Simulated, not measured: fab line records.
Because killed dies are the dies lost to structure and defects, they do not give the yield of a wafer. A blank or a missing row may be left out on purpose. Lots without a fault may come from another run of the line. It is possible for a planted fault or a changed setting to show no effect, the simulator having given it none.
fab line records	flow ritCmos	part 1 of 2: steps 1 to 35 of 45
record: lots: 5	wafers: 15	lastDay: 7
route steps=202 shown PLDD@117 SPACER@125 NSD@131 PSD@142 SDANNEAL@153 NLDD@160 SILICIDE@161
lots that met no fault: from a run of the same line without faults
startH: the number of hours between the record's first day and the start of the first shown wafer of the lot	waitH: hours from the lot's prior step to this one	" same as the row above	L1.1+2: several wafers, shown together as one row	- value missing, or start not given	* or withheld: withheld	< > ~ a bound
route shown NAME@n: a module of which the file shows steps, and the number in the route of the first	usual: mean/standard deviation taken from wafers without a fault	same: alike in all rows	chamber/n: place in a boat	sites: per-site readings	_std_site: the standard deviation of these	_edge_site: inner sites' mean taken away from outer sites' mean	radiusMm: for every site, how far away it sits from the centre of the wafer	mask NAME#n: copy n	behind: the most recent tool/chamber to have shaped the wafer	hold: reason for holding the lot/hours on hold/outcome of the hold	device: which transistor (n, p or np) failed to switch	end of line: at the end of the route, the tests of the same wafers	for a step that has no rows: nothing shown but its recipe	killed: dies that structure and defects cost at the first sort, which is not the same as the wafer's yield	map: a wafer's dies, marking killed ones x, the rest . and places with no die _
set.NAME: setting as actually run; set.NAME@STEP: the setting as run at that earlier step	model.NAME: the simulator's own value behind a step, which no gauge read
a table for each step, a row for each wafer; lots at some steps of the route
services: when a tool's chamber went out of use (startH, in hours from the record's first day, below 0 if earlier), for how many hours, and the reason
== steps ==
step: RIT_PLDD_EXPOSE_03
recipe: maskId: M8	na: 0.57	targetCdNm: 40900	doseMj: 250
lot.wafer	tool	chamber	startH	waitH	mask
L076.2+4+6	ilineStepper-02	0	52.65	0.2	M8#0
L077.1+4+6	ilineStepper-02	0	56.95	0.1	M8#0
L086.1+2+6	ilineStepper-02	0	102.70	0.2	M8#0
L087.1+4+6	ilineStepper-01	0	108.47	0.2	M8#0
L095.1+5+6	ilineStepper-01	0	146.78	0.1	M8#0
step: RIT_PLDD_PEB_04
recipe: resist: NOVOLAK	tempC: withheld	timeS: withheld
lot.wafer	tool	chamber	startH	waitH
L076.2+4+6	lithoTrack-03	0	52.77	0.1
L077.1+4+6	lithoTrack-04	0	57.12	0.2
L086.1+2+6	lithoTrack-02	0	102.82	0.1
L087.1+4+6	lithoTrack-03	0	108.58	0.1
L095.1+5+6	lithoTrack-02	0	146.89	0.1
step: RIT_PLDD_DEVELOP_05
recipe: resist: NOVOLAK	developTimeS: 50	devTempC: 23
lot.wafer	tool	chamber	startH	waitH
L076.2+4+6	lithoTrack-03	0	-	-
L077.1+4+6	lithoTrack-04	0	-	-
L086.1+2+6	lithoTrack-02	0	-	-
L087.1+4+6	lithoTrack-03	0	-	-
L095.1+5+6	lithoTrack-02	0	-	-
step: RIT_PLDD_OVL_MEAS_06
usual: PLDD_OVL: 0.0/1.3
lot.wafer	tool	chamber	startH	waitH	PLDD_OVL[nm]
L076.2	overlay-02	-	53.04	-	-2.5
L076.4	"	-	"	"	-2.5
L076.6	"	-	"	"	-1.3
L077.1	overlay-01	-	57.41	-	0.8
L077.4	"	-	"	"	1.0
L077.6	"	-	"	"	2.9
L086.1	overlay-01	-	103.10	-	1.9
L086.2	"	-	"	"	0.4
L086.6	"	-	"	"	0.2
L087.1	overlay-02	-	108.87	-	-1.7
L087.4	"	-	"	"	-1.3
L087.6	"	-	"	"	-1.6
L095.1	overlay-01	-	147.18	-	0.0
L095.5	"	-	"	"	-0.3
L095.6	"	-	"	"	0.3
step: RIT_PLDD_HARDBAKE_07
recipe: resist: NOVOLAK	tempC: 140	timeS: 60
lot.wafer	tool	chamber	startH	waitH
L076.2+4+6	lithoTrack-02	0	53.09	0.0
L077.1+4+6	lithoTrack-04	0	57.44	0.0
L086.1+2+6	lithoTrack-04	0	103.14	0.0
L087.1+4+6	lithoTrack-04	0	109.04	0.2
L095.1+5+6	lithoTrack-02	0	147.21	0.0
step: RIT_PLDD_IMPLANT_08
recipe: species: BF2	energyKev: 20	doseCm2: 9e+14	tiltDeg: 7
usual: beamEnergyKeV: 20.001/0.0066
lot.wafer	tool	chamber	startH	waitH	beamEnergyKeV
L076.2	implanter-03	0	53.24	0.1	19.997
L076.4	"	0	"	"	19.995
L076.6	"	0	"	"	19.990
L077.1	implanter-01	0	57.59	0.1	19.999
L077.4	"	0	"	"	20.000
L077.6	"	0	"	"	19.993
L086.1	implanter-03	0	103.29	0.1	19.997
L086.2	"	0	"	"	20.011
L086.6	"	0	"	"	20.006
L087.1	implanter-02	0	109.19	0.1	19.996
L087.4	"	0	"	"	19.995
L087.6	"	0	"	"	19.993
L095.1	implanter-03	0	147.36	0.1	20.011
L095.5	"	0	"	"	20.004
L095.6	"	0	"	"	19.998
step: RIT_PLDD_STRIP_09
recipe: chemistry: O2	timeS: 180	resist: NOVOLAK	platenTempC: withheld	powerW: 500	pressureMtorr: 4000	o2FlowSccm: 4000
usual: drypumpMotorCurrentA: 5.4/0.3
lot.wafer	tool	chamber	startH	waitH	drypumpMotorCurrentA	rfHoursCounterH
L076.2	plasmaAsher-03	0	53.37	0.1	5.4	43
L076.4	"	0	"	"	5.4	-
L076.6	"	0	"	"	5.4	-
L077.1	plasmaAsher-04	0	57.74	0.1	5.5	26
L077.4	"	0	"	"	5.5	-
L077.6	"	0	"	"	5.5	-
L086.1	plasmaAsher-04	0	103.44	0.1	5.5	31
L086.2	"	1	"	"	5.3	31
L086.6	"	0	"	"	5.5	-
L087.1	plasmaAsher-02	0	109.34	0.1	6.1	45
L087.4	"	1	"	"	5.5	-
L087.6	"	1	"	"	5.5	-
L095.1	plasmaAsher-03	1	147.51	0.1	5.1	53
L095.5	"	0	"	"	5.4	-
L095.6	"	1	"	"	5.1	-
step: RIT_PLDD_TW_MEAS_10
usual: PLDD_TW: 2343/18
lot.wafer	tool	chamber	startH	waitH	PLDD_TW
L076.2	filmMetro-04	-	53.55	0.1	2342
L076.4	"	-	"	"	2365
L076.6	"	-	"	"	2351
L077.1	filmMetro-01	-	57.92	0.1	2377
L077.4	"	-	"	"	2378
L077.6	"	-	"	"	2377
L086.1	filmMetro-03	-	103.61	0.1	2333
L086.2	"	-	"	"	2320
L086.6	"	-	"	"	2321
L087.1	filmMetro-04	-	109.51	0.1	2344
L087.4	"	-	"	"	2367
L087.6	"	-	"	"	2358
L095.1	filmMetro-03	-	147.69	0.1	2324
L095.5	"	-	"	"	2323
L095.6	"	-	"	"	2330
step: RIT_SPACER_CLEAN_00
recipe: chemistry: SC1	mix: 3:3:50	timeS: 600	tempC: 75
usual: bathHeatDutyPct: 15.0/1.2
lot.wafer	tool	chamber	startH	waitH	bathHeatDutyPct
L076.2	wetBench-02	3	53.60	0.0	13.8
L076.4	"	3	"	"	15.2
L076.6	"	3	"	"	14.0
L077.1	wetBench-04	1	57.98	0.1	16.0
L077.4	"	1	"	"	15.4
L077.6	"	1	"	"	14.9
L086.1	wetBench-04	2	103.67	0.1	15.2
L086.2	"	2	"	"	16.1
L086.6	"	2	"	"	15.0
L087.1	wetBench-03	0	109.57	0.1	16.6
L087.4	"	0	"	"	13.5
L087.6	"	0	"	"	15.7
L095.1	wetBench-04	1	147.75	0.1	15.8
L095.5	"	1	"	"	14.7
L095.6	"	1	"	"	15.1
step: RIT_SPACER_CLEAN_01
recipe: chemistry: dHF	dilution: 50:1	timeS: 30
lot.wafer	tool	chamber	startH	waitH
L076.2+4+6	wetBench-03	0	53.79	0.0
L077.1+4+6	wetBench-03	1	58.17	0.0
L086.1+2+6	wetBench-04	0	103.85	0.0
L087.1+4+6	wetBench-04	0	109.75	0.0
L095.1+5+6	wetBench-03	3	147.92	0.0
step: RIT_SPACER_CLEAN_02
recipe: chemistry: SC2	mix: 3:3:50	timeS: 600	tempC: 75	dry: n2Spin
usual: bathHeatDutyPct: 15.3/1.3
lot.wafer	tool	chamber	startH	waitH	bathHeatDutyPct
L076.2	wetBench-02	1	53.81	0.0	16.3
L076.4	"	1	"	"	15.5
L076.6	"	1	"	"	15.6
L077.1	wetBench-02	1	58.19	0.0	13.8
L077.4	"	1	"	"	15.6
L077.6	"	1	"	"	15.6
L086.1	wetBench-04	0	103.87	0.0	15.1
L086.2	"	0	"	"	14.6
L086.6	"	0	"	"	14.6
L087.1	wetBench-04	0	109.77	0.0	13.2
L087.4	"	0	"	"	15.5
L087.6	"	0	"	"	13.8
L095.1	wetBench-04	3	147.94	0.0	14.8
L095.5	"	3	"	"	14.3
L095.6	"	3	"	"	14.6
step: RIT_SPACER_CVD_03
recipe: material: Si3N4	targetThkNm: 250	tempC: 810	precursor: SiH2Cl2/NH3	timeS: 3300	pressureMtorr: 300	sih2cl2FlowSccm: 60	nh3FlowSccm: 150
usual: zonePowerLoadPct: 20.2/1.2
lot.wafer	tool	chamber	startH	waitH	zonePowerLoadPct
L076.2	lpcvd-02	0	54.00	0.0	20.3
L076.4	"	0	"	"	19.7
L076.6	"	0	"	"	20.2
L077.1	lpcvd-01	1	58.40	0.0	21.4
L077.4	"	1	"	"	21.9
L077.6	"	1	"	"	22.1
L086.1	lpcvd-01	1	104.04	0.0	22.0
L086.2	"	1	"	"	22.1
L086.6	"	1	"	"	22.1
L087.1	lpcvd-01	0	109.94	0.0	18.8
L087.4	"	0	"	"	19.2
L087.6	"	0	"	"	18.7
L095.1	lpcvd-02	1	148.11	0.0	20.3
L095.5	"	1	"	"	20.8
L095.6	"	1	"	"	20.3
step: RIT_SPACER_THK_MEAS_04
recipe: reads: Si3N4_of_SPACER_CVD_03
usual: SPACER_NITRIDE_THK: 251.0/2.1
lot.wafer	tool	chamber	startH	waitH	SPACER_NITRIDE_THK[nm]
L076.2	filmMetro-02	-	55.93	0.0	249.3
L076.4	"	-	"	"	246.6
L076.6	"	-	"	"	247.1
L077.1	filmMetro-02	-	60.31	0.0	253.2
L077.4	"	-	"	"	250.9
L077.6	"	-	"	"	253.8
L086.1	filmMetro-02	-	105.96	0.0	254.7
L086.2	"	-	"	"	256.1
L086.6	"	-	"	"	257.6
L087.1	filmMetro-04	-	111.86	0.0	251.2
L087.4	"	-	"	"	250.6
L087.6	"	-	"	"	251.7
L095.1	filmMetro-02	-	150.03	0.0	252.1
L095.5	"	-	"	"	250.8
L095.6	"	-	"	"	249.9
step: RIT_SPACER_ETCHBACK_05
recipe: targetDepthA: 2500	SF6_flow_sccm: 30	CHF3_flow_sccm: 30	target: Si3N4	chemistry: SF6/CHF3	pressureMtorr: 40	rfW: 250	timeS: 240	stopOn: SiO2
usual: drypumpMotorCurrentA: 5.9/0.54	oesProductAu: 0.850/0.011	throttleValvePct: 10.27/0.14
lot.wafer	tool	chamber	startH	waitH	drypumpMotorCurrentA	oesProductAu	rfHoursCounterH	throttleValvePct
L076.2	rieDiel-02	1	55.98	0.0	5.7	0.849	3	10.19
L076.4	"	2	"	"	6.1	0.861	91	10.46
L076.6	"	0	"	"	6.5	0.850	-	10.02
L077.1	rieDiel-02	2	60.37	0.1	6.1	0.868	91	10.44
L077.4	"	1	"	"	5.7	0.857	3	10.16
L077.6	"	3	"	"	5.7	0.844	-	10.31
L086.1	rieDiel-04	1	106.02	0.1	5.5	0.860	155	10.27
L086.2	"	2	"	"	5.6	0.852	131	10.19
L086.6	"	0	"	"	6.4	0.870	-	10.05
L087.1	rieDiel-01	0	111.92	0.1	5.1	0.846	11	10.22
L087.4	"	1	"	"	6.6	0.853	6	10.42
L087.6	"	2	"	"	5.2	0.854	-	10.46
L095.1	rieDiel-01	1	150.09	0.1	6.6	0.861	7	10.44
L095.5	"	0	"	"	5.1	0.848	-	10.24
L095.6	"	1	"	"	6.6	0.848	-	10.43
step: RIT_NSD_HMDS_00
recipe: primeTimeS: 60	primeTempC: 140
lot.wafer	tool	chamber	startH	waitH
L076.2+4+6	lithoTrack-02	0	56.15	0.1
L077.1+4+6	lithoTrack-01	0	60.52	0.1
L086.1+2+6	lithoTrack-02	0	106.17	0.1
L087.1+4+6	lithoTrack-01	0	112.07	0.1
L095.1+5+6	lithoTrack-04	0	150.24	0.1
step: RIT_NSD_COAT_01
recipe: resist: NOVOLAK	spinRpm: 3250	resistThkNm: 1000
lot.wafer	tool	chamber	startH	waitH
L076.2+4+6	lithoTrack-02	0	56.30	0.1
L077.1+4+6	lithoTrack-01	0	60.67	0.1
L086.1+2+6	lithoTrack-02	0	106.32	0.1
L087.1+4+6	lithoTrack-01	0	112.22	0.1
L095.1+5+6	lithoTrack-04	0	150.39	0.1
step: RIT_NSD_SOFTBAKE_02
recipe: resist: NOVOLAK	tempC: 90	timeS: 60
lot.wafer	tool	chamber	startH	waitH
L076.2+4+6	lithoTrack-02	0	56.45	0.1
L077.1+4+6	lithoTrack-01	0	60.82	0.1
L086.1+2+6	lithoTrack-02	0	106.47	0.1
L087.1+4+6	lithoTrack-01	0	112.37	0.1
L095.1+5+6	lithoTrack-04	0	150.54	0.1
step: RIT_NSD_EXPOSE_03
recipe: maskId: M9	na: 0.57	targetCdNm: 40700	doseMj: 250
lot.wafer	tool	chamber	startH	waitH	mask
L076.2+4+6	ilineStepper-02	0	56.63	0.2	M9#0
L077.1+4+6	ilineStepper-01	0	61.10	0.2	M9#0
L086.1+2+6	ilineStepper-01	0	106.74	0.2	M9#0
L087.1+4+6	ilineStepper-01	0	112.52	0.1	M9#0
L095.1+5+6	ilineStepper-01	0	150.82	0.2	M9#0
step: RIT_NSD_PEB_04
recipe: resist: NOVOLAK	tempC: withheld	timeS: withheld
lot.wafer	tool	chamber	startH	waitH
L076.2+4+6	lithoTrack-01	0	56.98	0.3
L077.1+4+6	lithoTrack-04	0	61.21	0.1
L086.1+2+6	lithoTrack-04	0	106.86	0.1
L087.1+4+6	lithoTrack-01	0	112.63	0.1
L095.1+5+6	lithoTrack-04	0	150.93	0.1
step: RIT_NSD_DEVELOP_05
recipe: resist: NOVOLAK	developTimeS: 50	devTempC: 23
lot.wafer	tool	chamber	startH	waitH
L076.2+4+6	lithoTrack-01	0	-	-
L077.1+4+6	lithoTrack-04	0	-	-
L086.1+2+6	lithoTrack-04	0	-	-
L087.1+4+6	lithoTrack-01	0	-	-
L095.1+5+6	lithoTrack-04	0	-	-
step: RIT_NSD_OVL_MEAS_06
usual: NSD_OVL: -1.2/1.2
lot.wafer	tool	chamber	startH	waitH	NSD_OVL[nm]
L076.2	overlay-02	-	57.25	-	-2.5
L076.4	"	-	"	"	-1.5
L076.6	"	-	"	"	-1.7
L077.1	overlay-01	-	61.50	-	0.8
L077.4	"	-	"	"	-0.5
L077.6	"	-	"	"	0.3
L086.1	overlay-02	-	107.14	-	1.3
L086.2	"	-	"	"	1.6
L086.6	"	-	"	"	-0.9
L087.1	overlay-02	-	112.92	-	-2.8
L087.4	"	-	"	"	-2.3
L087.6	"	-	"	"	-2.9
L095.1	overlay-01	-	151.22	-	-0.1
L095.5	"	-	"	"	2.3
L095.6	"	-	"	"	1.0
step: RIT_NSD_HARDBAKE_07
recipe: resist: NOVOLAK	tempC: 140	timeS: 60
lot.wafer	tool	chamber	startH	waitH
L076.2+4+6	lithoTrack-02	0	57.30	0.0
L077.1+4+6	lithoTrack-04	0	61.53	0.0
L086.1+2+6	lithoTrack-02	0	107.18	0.0
L087.1+4+6	lithoTrack-02	0	112.95	0.0
L095.1+5+6	lithoTrack-02	0	151.25	0.0
step: RIT_NSD_IMPLANT_08
recipe: species: P	energyKev: 25	doseCm2: 1e+15	tiltDeg: 7
usual: beamEnergyKeV: 25.001/0.0087
lot.wafer	tool	chamber	startH	waitH	beamEnergyKeV
L076.2	implanter-02	0	57.45	0.1	24.990
L076.4	"	0	"	"	25.014
L076.6	"	0	"	"	25.005
L077.1	implanter-04	0	61.68	0.1	25.001
L077.4	"	0	"	"	25.013
L077.6	"	0	"	"	25.008
L086.1	implanter-02	0	107.33	0.1	25.006
L086.2	"	0	"	"	25.010
L086.6	"	0	"	"	25.009
L087.1	implanter-04	0	113.10	0.1	24.998
L087.4	"	0	"	"	25.014
L087.6	"	0	"	"	24.999
L095.1	implanter-01	0	151.40	0.1	24.987
L095.5	"	0	"	"	24.990
L095.6	"	0	"	"	24.992
step: RIT_NSD_STRIP_09
recipe: chemistry: O2	timeS: 180	resist: NOVOLAK	platenTempC: withheld	powerW: 500	pressureMtorr: 4000	o2FlowSccm: 4000
usual: drypumpMotorCurrentA: 5.7/0.34
lot.wafer	tool	chamber	startH	waitH	drypumpMotorCurrentA	rfHoursCounterH
L076.2	plasmaAsher-01	0	57.58	0.1	5.5	42
L076.4	"	1	"	"	6.2	-
L076.6	"	1	"	"	6.2	-
L077.1	plasmaAsher-01	1	61.83	0.1	6.2	43
L077.4	"	0	"	"	5.5	-
L077.6	"	1	"	"	6.3	-
L086.1	plasmaAsher-02	1	107.48	0.1	5.5	45
L086.2	"	0	"	"	6.1	45
L086.6	"	1	"	"	5.5	-
L087.1	plasmaAsher-04	1	113.25	0.1	5.3	32
L087.4	"	0	"	"	5.5	-
L087.6	"	0	"	"	5.5	-
L095.1	plasmaAsher-02	1	151.55	0.1	5.5	50
L095.5	"	1	"	"	5.5	-
L095.6	"	0	"	"	6.1	-
step: RIT_NSD_TW_MEAS_10
usual: NSD_TW: 3118/17
lot.wafer	tool	chamber	startH	waitH	NSD_TW
L076.2	filmMetro-04	-	57.76	0.1	3134
L076.4	"	-	"	"	3118
L076.6	"	-	"	"	3139
L077.1	filmMetro-03	-	62.01	0.1	3105
L077.4	"	-	"	"	3100
L077.6	"	-	"	"	3110
L086.1	filmMetro-01	-	107.65	0.1	3129
L086.2	"	-	"	"	3144
L086.6	"	-	"	"	3135
L087.1	filmMetro-04	-	113.43	0.1	3134
L087.4	"	-	"	"	3122
L087.6	"	-	"	"	3119
L095.1	filmMetro-04	-	151.73	0.1	3124
L095.5	"	-	"	"	3118
L095.6	"	-	"	"	3118
step: RIT_PSD_HMDS_00
recipe: primeTimeS: 60	primeTempC: 140
lot.wafer	tool	chamber	startH	waitH
L076.2+4+6	lithoTrack-02	0	57.84	0.1
L077.1+4+6	lithoTrack-03	0	62.08	0.1
L086.1+2+6	lithoTrack-03	0	107.71	0.1
L087.1+4+6	lithoTrack-01	0	113.49	0.1
L095.1+5+6	lithoTrack-01	0	151.79	0.1
step: RIT_PSD_COAT_01
recipe: resist: NOVOLAK	spinRpm: 3250	resistThkNm: 1000
lot.wafer	tool	chamber	startH	waitH
L076.2+4+6	lithoTrack-02	0	57.99	0.1
L077.1+4+6	lithoTrack-03	0	62.23	0.1
L086.1+2+6	lithoTrack-03	0	107.86	0.1
L087.1+4+6	lithoTrack-01	0	113.64	0.1
L095.1+5+6	lithoTrack-01	0	151.94	0.1
step: RIT_PSD_SOFTBAKE_02
recipe: resist: NOVOLAK	tempC: 90	timeS: 60
lot.wafer	tool	chamber	startH	waitH
L076.2+4+6	lithoTrack-02	0	58.14	0.1
L077.1+4+6	lithoTrack-03	0	62.38	0.1
L086.1+2+6	lithoTrack-03	0	108.01	0.1
L087.1+4+6	lithoTrack-01	0	113.79	0.1
L095.1+5+6	lithoTrack-01	0	152.09	0.1
step: RIT_PSD_EXPOSE_03
recipe: maskId: M10	na: 0.57	targetCdNm: 40900	doseMj: 250
lot.wafer	tool	chamber	startH	waitH	mask
L076.2+4+6	ilineStepper-02	0	58.28	0.1	M10#0
L077.1+4+6	ilineStepper-02	0	62.53	0.1	M10#0
L086.1+2+6	ilineStepper-02	0	108.29	0.2	M10#0
L087.1+4+6	ilineStepper-01	0	114.11	0.3	M10#0
L095.1+5+6	ilineStepper-01	0	152.36	0.2	M10#0
step: RIT_PSD_PEB_04
recipe: resist: NOVOLAK	tempC: withheld	timeS: withheld
lot.wafer	tool	chamber	startH	waitH
L076.2+4+6	lithoTrack-03	0	58.40	0.1
L077.1+4+6	lithoTrack-03	0	62.65	0.1
L086.1+2+6	lithoTrack-01	0	108.41	0.1
L087.1+4+6	lithoTrack-01	0	114.22	0.1
L095.1+5+6	lithoTrack-01	0	152.48	0.1
step: RIT_PSD_DEVELOP_05
recipe: resist: NOVOLAK	developTimeS: 50	devTempC: 23
lot.wafer	tool	chamber	startH	waitH
L076.2+4+6	lithoTrack-03	0	-	-
L077.1+4+6	lithoTrack-03	0	-	-
L086.1+2+6	lithoTrack-01	0	-	-
L087.1+4+6	lithoTrack-01	0	-	-
L095.1+5+6	lithoTrack-01	0	-	-
step: RIT_PSD_OVL_MEAS_06
usual: PSD_OVL: -0.3/1.2
lot.wafer	tool	chamber	startH	waitH	PSD_OVL[nm]
L076.2	overlay-01	-	58.67	-	1.3
L076.4	"	-	"	"	0.5
L076.6	"	-	"	"	-0.4
L077.1	overlay-02	-	62.93	-	-2.3
L077.4	"	-	"	"	-1.0
L077.6	"	-	"	"	-0.5
L086.1	overlay-02	-	108.69	-	1.0
L086.2	"	-	"	"	-1.4
L086.6	"	-	"	"	1.0
L087.1	overlay-01	-	114.51	-	-2.5
L087.4	"	-	"	"	-1.6
L087.6	"	-	"	"	-0.8
L095.1	overlay-02	-	152.76	-	-0.8
L095.5	"	-	"	"	-0.6
L095.6	"	-	"	"	-0.7
step: RIT_PSD_HARDBAKE_07
recipe: resist: NOVOLAK	tempC: 140	timeS: 60
lot.wafer	tool	chamber	startH	waitH
L076.2+4+6	lithoTrack-02	0	58.72	0.0
L077.1+4+6	lithoTrack-02	0	62.97	0.0
L086.1+2+6	lithoTrack-02	0	108.72	0.0
L087.1+4+6	lithoTrack-02	0	114.54	0.0
L095.1+5+6	lithoTrack-02	0	152.80	0.0
step: RIT_PSD_IMPLANT_08
recipe: species: BF2	energyKev: 27	doseCm2: 5e+15	tiltDeg: 7
usual: beamEnergyKeV: 26.999/0.0084
lot.wafer	tool	chamber	startH	waitH	beamEnergyKeV
L076.2	implanter-04	0	58.87	0.1	27.004
L076.4	"	0	"	"	27.008
L076.6	"	0	"	"	27.007
L077.1	implanter-01	0	63.12	0.1	26.999
L077.4	"	0	"	"	26.989
L077.6	"	0	"	"	26.987
L086.1	implanter-01	0	108.87	0.1	27.012
L086.2	"	0	"	"	27.004
L086.6	"	0	"	"	26.999
L087.1	implanter-03	0	114.69	0.1	26.999
L087.4	"	0	"	"	26.990
L087.6	"	0	"	"	26.989
L095.1	implanter-04	0	152.95	0.1	27.001
L095.5	"	0	"	"	27.005
L095.6	"	0	"	"	27.007
step: RIT_PSD_STRIP_09
recipe: chemistry: O2	timeS: 180	resist: NOVOLAK	platenTempC: withheld	powerW: 500	pressureMtorr: 4000	o2FlowSccm: 4000
usual: drypumpMotorCurrentA: 5.7/0.4
lot.wafer	tool	chamber	startH	waitH	drypumpMotorCurrentA	rfHoursCounterH
L076.2	plasmaAsher-02	1	59.00	0.1	5.5	40
L076.4	"	0	"	"	6.1	-
L076.6	"	0	"	"	6.1	-
L077.1	plasmaAsher-03	1	63.27	0.1	5.1	44
L077.4	"	1	"	"	5.1	-
L077.6	"	0	"	"	5.3	-
L086.1	plasmaAsher-03	0	109.02	0.1	5.4	48
L086.2	"	1	"	"	5.1	48
L086.6	"	0	"	"	5.4	-
L087.1	plasmaAsher-03	0	114.84	0.1	5.4	49
L087.4	"	1	"	"	5.1	-
L087.6	"	1	"	"	5.1	-
L095.1	plasmaAsher-03	1	153.10	0.1	5.1	53
L095.5	"	1	"	"	5.1	-
L095.6	"	0	"	"	5.4	-
